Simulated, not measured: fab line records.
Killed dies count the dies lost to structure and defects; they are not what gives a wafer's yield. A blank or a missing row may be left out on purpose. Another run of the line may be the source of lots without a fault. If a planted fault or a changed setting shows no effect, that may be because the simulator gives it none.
Which of the tools did it? ; flow rit-cmos ; 13 lots with 39 wafers sampled at 4 steps, on a route of 202 steps

== WHAT THE GAUGES READ, wafer by wafer ==
RIT_ACTIVE_CD_MEAS_11 targets a cd of 1400 nm. Usual: 1399.8 nm for cd-nm, sd 2.6.
lot;measured;on;cd-nm (nm);flag
L861;day 1 16:34;cd-sem-02;1402.2 1401.7 1402.1;
L863;day 2 00:26;cd-sem-02;1400.6 1402.7 1402.2;
L864;day 2 05:34;cd-sem-02;1399.7 1400.0 1402.0;
L865;day 2 10:34;cd-sem-02;1404.0 1402.1 1401.0;
L866;day 2 16:38;cd-sem-02;1399.4 1401.4 1399.8;
L867;day 2 20:34;cd-sem-02;1396.8 1396.8 1398.0;
L869;day 3 07:05;cd-sem-02;1399.5 1400.6 1400.9;
L871;day 3 16:51;cd-sem-02;1398.5 1398.4 1399.9;
L873;day 4 02:28;cd-sem-02;1402.5 1402.4 1402.0;
L876;day 4 17:26;cd-sem-01;1395.6 1395.6 1396.8;
L880;day 5 13:28;cd-sem-01;1404.0 1403.7 1403.0;
L882;day 6 00:53;cd-sem-02;1403.6 1404.9 1402.9;
L883;day 6 05:08;cd-sem-01;1399.8 1398.9 1402.4;

RIT_CONTACT_OVL_MEAS_09. Usual: for CONTACT_OVL the level is -0.8 nm and the standard deviation is 1.2.
lot;measured;on;CONTACT_OVL (nm);flag
L861;day 3 06:22;overlay-01;-2.3 -1.1 -0.1;
L863;day 3 13:42;overlay-01;-1.2 0.7 -1.9;
L864;day 3 18:36;overlay-02;-1.4 -0.2 -2.6;
L865;day 4 01:15;overlay-02;0.6 0.9 0.5;
L866;day 4 06:38;overlay-01;-3.5 -2.3 -1.1;
L867;day 4 09:55;overlay-02;0.3 -1.3 0.2;
L869;day 4 19:34;overlay-01;-0.5 -1.8 -2.9;
L871;day 5 06:11;overlay-02;-2.4 -1.8 0.5;
L873;day 5 15:14;overlay-01;-1.8 -3.5 -0.8;
L880;day 7 08:07;overlay-02;-1.9 1.0 -0.7;
L882;day 7 17:25;overlay-01;-2.9 -3.5 -2.7;
L883;day 7 19:32;overlay-02;-1.8 -2.5 0.4;

== EACH LOT AND THE TOOL THAT RAN IT (in order: tool; ch and the chambers of the sampled wafers; start) ==
lot;RIT_PRETRO_STRIP_09;RIT_NSD_STRIP_09
L861;plasma-asher-03 ch 0,1, day 2 09:05;plasma-asher-03 ch 0,1, day 3 01:56
L863;plasma-asher-03 ch 0,1, day 2 17:38;plasma-asher-01 ch 0,1, day 3 09:22
L864;plasma-asher-01 ch 0,1, day 2 22:09;plasma-asher-01 ch 0,1, day 3 14:19
L865;plasma-asher-03 ch 0,1, day 3 03:07;plasma-asher-03 ch 0, day 3 20:58
L866;plasma-asher-01 ch 0, day 3 10:13;plasma-asher-03 ch 1, day 4 02:14
L867;plasma-asher-03 ch 0,1, day 3 14:01;plasma-asher-01 ch 0,1, day 4 05:20
L869;plasma-asher-04 ch 0,1, day 3 23:41;plasma-asher-04 ch 0,1, day 4 15:02
L871;plasma-asher-03 ch 0, day 4 10:27;plasma-asher-03 ch 0,1, day 5 01:46
L873;plasma-asher-03 ch 0,1, day 4 18:47;plasma-asher-03 ch 1, day 5 10:50
L876;plasma-asher-04 ch 0,1, day 5 10:16;-
L880;plasma-asher-01 ch 1, day 6 10:04;plasma-asher-01 ch 0,1, day 7 03:37
L882;plasma-asher-01 ch 0,1, day 6 21:52;plasma-asher-04 ch 0,1, day 7 12:55
L883;plasma-asher-03 ch 0,1, day 7 00:12;plasma-asher-04 ch 0,1, day 7 15:10
- RIT_PRETRO_STRIP_09: strips in O2, time 180 s.
- RIT_NSD_STRIP_09: strips in O2, time 180 s.

== WHAT THE TOOLS THEMSELVES READ (means of the sampled wafers that have a number; where no wafer has one, the mark that the record gives instead) ==
RIT_PRETRO_STRIP_09. Usual: drypump-motor-current-A 5.5 A, standard deviation 0.48; run-length-s 208.1 s, standard deviation 0.39.
lot;tool;drypump-motor-current-A (A);run-length-s (s);flag
L861;plasma-asher-03;5.7;207.9;
L863;plasma-asher-03;5.7;207.8;
L864;plasma-asher-01;5.4;208.2;
L865;plasma-asher-03;5.3;207.9;
L866;plasma-asher-01;5.1;208.3;
L867;plasma-asher-03;5.3;207.8;
L869;plasma-asher-04;5.3;209.0;
L871;plasma-asher-03;5.0;207.9;
L873;plasma-asher-03;5.3;207.8;
L876;plasma-asher-04;5.4;27.3;OFF
L880;plasma-asher-01;5.9;208.1;
L882;plasma-asher-01;5.7;208.4;
L883;plasma-asher-03;5.6;207.8;

RIT_NSD_STRIP_09. Usual: drypump-motor-current-A 5.5 A, standard deviation 0.48; run-length-s 208.1 s, standard deviation 0.36.
lot;tool;drypump-motor-current-A (A);run-length-s (s);flag
L861;plasma-asher-03;5.7;207.9;
L863;plasma-asher-01;5.4;208.4;
L864;plasma-asher-01;5.7;208.1;
L865;plasma-asher-03;5.0;207.9;
L866;plasma-asher-03;6.0;207.7;
L867;plasma-asher-01;5.4;208.4;
L869;plasma-asher-04;5.7;208.3;
L871;plasma-asher-03;5.7;207.8;
L873;plasma-asher-03;5.9;207.7;
L880;plasma-asher-01;5.7;208.5;
L882;plasma-asher-04;5.3;208.3;
L883;plasma-asher-04;5.6;208.5;

== THE ANSWER, worked out from the rows above alone ==
Rule: lot off if the mean of its wafers having a number is beyond 3 standard deviations from the usual mean. A lot without any number at a reading at which 4 lots or more have one is off too. Any other lot the step has rows for is counted as sound. First the gauges in route order, then the tools' own readings, where a lot's mean is used as printed above. At the first step where some lot is off, the reading lying furthest off is the one used; lots without a number count as furthest.
Off: L876 (RIT_PRETRO_STRIP_09, run-length-s).
If a tool, at that step or one of the process steps before it, ran each lot that is off and ran no sound lot following the first of them, it fits. One candidate fits, namely plasma-asher-04 at RIT_PRETRO_STRIP_09. A fault onset in the window from L869 (day 3 23:41, its last sound lot) to L876 (day 5 10:16, its first lot off) fits.
The tool's own readings at RIT_PRETRO_STRIP_09 bear it out: on the lots that are off they differ by more than 5 times the standard deviation of the sound lots' means. run-length-s reads 27.3 s there against 208.1 s on the sound lots.

== WHAT THE SIMULATOR HAD INSERTED ==
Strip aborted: plasma-asher-04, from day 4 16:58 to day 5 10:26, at RIT_PRETRO_STRIP_09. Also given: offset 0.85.
Lots struck among those shown: L876. The rule above found the same.
